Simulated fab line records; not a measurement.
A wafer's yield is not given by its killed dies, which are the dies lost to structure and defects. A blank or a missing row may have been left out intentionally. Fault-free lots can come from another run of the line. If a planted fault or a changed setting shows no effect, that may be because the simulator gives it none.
Problem report, 8D (eight disciplines) form, completed by code || flow rit_cmos || the parts of the form that need people (team, actions taken, sign-off) are left out

## 1. THE ISSUE
Mean of killed_at_front_end at RIT_M1_PROBE_99: 264 across 12 wafers in 4 lots; on wafers with no fault it is 7 (standard deviation 3.1). Measured from the usual mean, that is +83 standard deviations.
Seen first at day 5 15:26 on prober-01, wafer L731.2. At this step, 48 wafers from 16 lots have a number in the record. Rule for "out" (also "out of limits"): further than 4 standard deviations from the usual mean. Any other wafer with a number is counted as sound.

## 2. WHAT THIS IS AND IS NOT
{"question": "which readings at this step", "is": "killed_at_front_end, killed_dies, killed_on_rim", "is not": "killed_at_M0_to_M3, killed_at_contacts, killed_open, killed_short"}
{"question": "which lots", "is": "L731, L734, L735, L737", "is not": "L720, L721, L722, L723, L725, L726, L727, L728, L729, L739, L741, L742"}
{"question": "which wafers of those lots", "is": "all that have a number", "is not": "-"}
{"question": "read on which tools", "is": "prober-01, prober-02", "is not": "-"}
{"question": "when", "is": "from day 5 15:26", "is not": "up to then (27 sound wafers); but 9 sound wafers of L739, L741, L742 came after"}

## 3. THE SUSPECTS, EACH WITH WHAT RULES IT OUT
Counting: a tool at a process step up to the reading stays a suspect if it ran every lot that is out and no sound lot after the first of them.
- iline_stepper-01 at RIT_PSD_EXPOSE_03 (exposes mask M10, target cd 40900 nm): kept. Every lot that is out went through it, starting with L731 (day 5 06:43), and after that it ran no sound lot; the last sound lot it ran before then is L728 (day 4 17:09).
After counting, what remains is iline_stepper-01 at RIT_PSD_EXPOSE_03.

## 4. THE CAUSE (what the simulator had put in)
Scanner matching overlay: iline_stepper-01, from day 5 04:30 on, at RIT_PSD_EXPOSE_03. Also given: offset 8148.
After counting, this tool was the only one left.

## 5. THE CHAIN OF EFFECTS, in route order
One row per reading whose mean, taken over the struck wafers that have a number, lies over 3 standard deviations from the usual. Only readings for which the record gives a usual standard deviation are gone through. hours: the time from each lot's start at the first step in this table that gives one to its start at this step, as a median over the lots. sigmas: the change in usual standard deviations.
{"hours": 0, "step": "RIT_M1_PROBE_99", "reading": "killed_at_front_end", "usual": 7, "on struck wafers": 264, "change": "+257", "sigmas": "+83"}
{"hours": 0, "step": "RIT_M1_PROBE_99", "reading": "killed_dies", "usual": 7, "on struck wafers": 264, "change": "+257", "sigmas": "+83"}
{"hours": 0, "step": "RIT_M1_PROBE_99", "reading": "killed_on_rim", "usual": 1.9, "on struck wafers": 70.0, "change": "+68.1", "sigmas": "+49"}
Its process steps:
- RIT_M1_PROBE_99
Readings that are blank on the struck wafers while sound wafers have them: PSD_OVL at RIT_PSD_OVL_MEAS_06.

## 6. HOW IT WOULD HAVE BEEN CAUGHT EARLIER
In this record the first reading out of limits was taken at day 5 15:26, 11 hours after the fault began at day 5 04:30.
Between RIT_PSD_EXPOSE_03 and RIT_M1_PROBE_99, RIT_PSD_OVL_MEAS_06 gave no PSD_OVL on the struck wafers, where sound wafers have one: a measuring or inspecting step that comes back empty is itself a sign.
Lots out: 4; of these, L734, L735, L737 started RIT_PSD_EXPOSE_03 on iline_stepper-01 after day 5 15:26. A hold on the tool at that time would have spared those 3.
